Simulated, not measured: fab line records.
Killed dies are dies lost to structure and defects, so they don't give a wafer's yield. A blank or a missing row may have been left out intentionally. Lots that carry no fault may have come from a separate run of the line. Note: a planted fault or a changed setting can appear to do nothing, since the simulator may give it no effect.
2 desks looking at one fault    flow berkeley_cmos170    numbers are kept per desk, each desk with only its own; the story behind them comes last

## AT THE TOOL OWNER'S DESK: implanter-04
The tool's own readings at UCB170_PSD_IMPLANT_08, given as means over the sampled wafers that have a number, one for each lot that went through this tool. Any lot whose mean is over 4 standard deviations away from the usual mean is out of limits and marked OUT; that distance is given in the brackets.
Columns: A = beam_energy_keV at UCB170_PSD_IMPLANT_08, usual 20.000; B = beam_on_s at UCB170_PSD_IMPLANT_08, usual 9.97 s; C = faraday_current_uA at UCB170_PSD_IMPLANT_08, usual 9285
lot   first seen here  A                         B      C
L954  day 7 11:16      19.999                    9.85   9415
L955  day 7 11:28      20.002                    9.87   9435
L956  day 8 05:23      19.997                    9.88   9380
L959  day 8 11:41      20.001                    9.93   9322
L962  day 9 05:55      20.002                    10.01  9202
L960  day 9 06:14      20.005                    9.99   9250
L967  day 10 08:58     16.769 (-99 or more) OUT  10.17  9100
L968  day 11 03:25     16.777 (-99 or more) OUT  9.97   9292
Finding of this desk: L967, L968 out of limits; the first was L967 at day 10 08:58, on beam_energy_keV at UCB170_PSD_IMPLANT_08. In limits: L954, L955, L956, L959, L962, L960.

## AT THE METROLOGY DESK
What the gauges read for every lot (on any tool): the sampled wafers with a number, averaged. Any lot whose mean is over 4 standard deviations away from the usual mean is out of limits and marked OUT; that distance is given in the brackets.
Columns: A = ACTIVE_NITRIDE_THK at UCB170_ACTIVE_THK_MEAS_06, usual 219.2 nm; B = GATE_OXIDE_THK at UCB170_GATE_THK_MEAS_02, usual 6.62 nm; C = PSD_TW at UCB170_PSD_TW_MEAS_10, usual 2327; D = PSD_RS at UCB170_SDANNEAL_RS_MEAS_02, usual 75.6 ohm/sq
lot   first seen here  A      B     C                D
L954  day 4 13:58      220.1  6.43  2312             75.6
L955  day 4 13:59      223.9  6.68  2342             75.6
L956  day 5 04:32      216.5  6.59  2324             75.6
L958  day 5 13:13      220.2  6.56  2286             75.7
L959  day 5 13:14      219.6  6.46  2353             75.4
L960  day 6 07:42      216.8  6.59  2353             75.5
L962  day 6 13:41      219.1  6.71  2329             75.5
L965  day 6 23:26      219.0  6.63  2347             76.3
L967  day 7 13:05      215.8  6.68  2213 (-5.4) OUT  77.4 (+5.4) OUT
L969  day 8 01:49      220.4  6.46  2295             75.5
L968  day 8 01:50      220.2  6.56  2241 (-4.1) OUT  78.2 (+7.7) OUT
L972  day 8 22:17      218.3  6.69  2323             76.3
L974  day 9 08:05      220.4  6.76  2348             75.5
L976  day 9 16:17      218.8  6.76  2332             75.5
Finding of this desk: L967, L968 out of limits, first seen on L967 at day 10 09:13 (PSD_TW at UCB170_PSD_TW_MEAS_10). In limits: L954, L955, L956, L958, L959, L960, L962, L965, L969, L972, L974, L976.

## TAKEN TOGETHER
The tool owner's desk had the chance to raise an alarm at day 10 08:58 on L967, L968.
L967, L968 would have let the metrology desk raise an alarm at day 10 09:13.
All the named lots went through UCB170_PSD_IMPLANT_08 on implanter-04.

## WHAT THE SIMULATOR PUT IN
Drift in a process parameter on implanter-04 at UCB170_PSD_IMPLANT_08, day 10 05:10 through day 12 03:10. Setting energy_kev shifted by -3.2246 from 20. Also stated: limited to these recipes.
Lots struck among those shown: L967, L968.
Delay (hours) between the fault's onset and each desk's first out-of-limits reading: 4 at the tool owner's desk, 4 at the metrology desk.
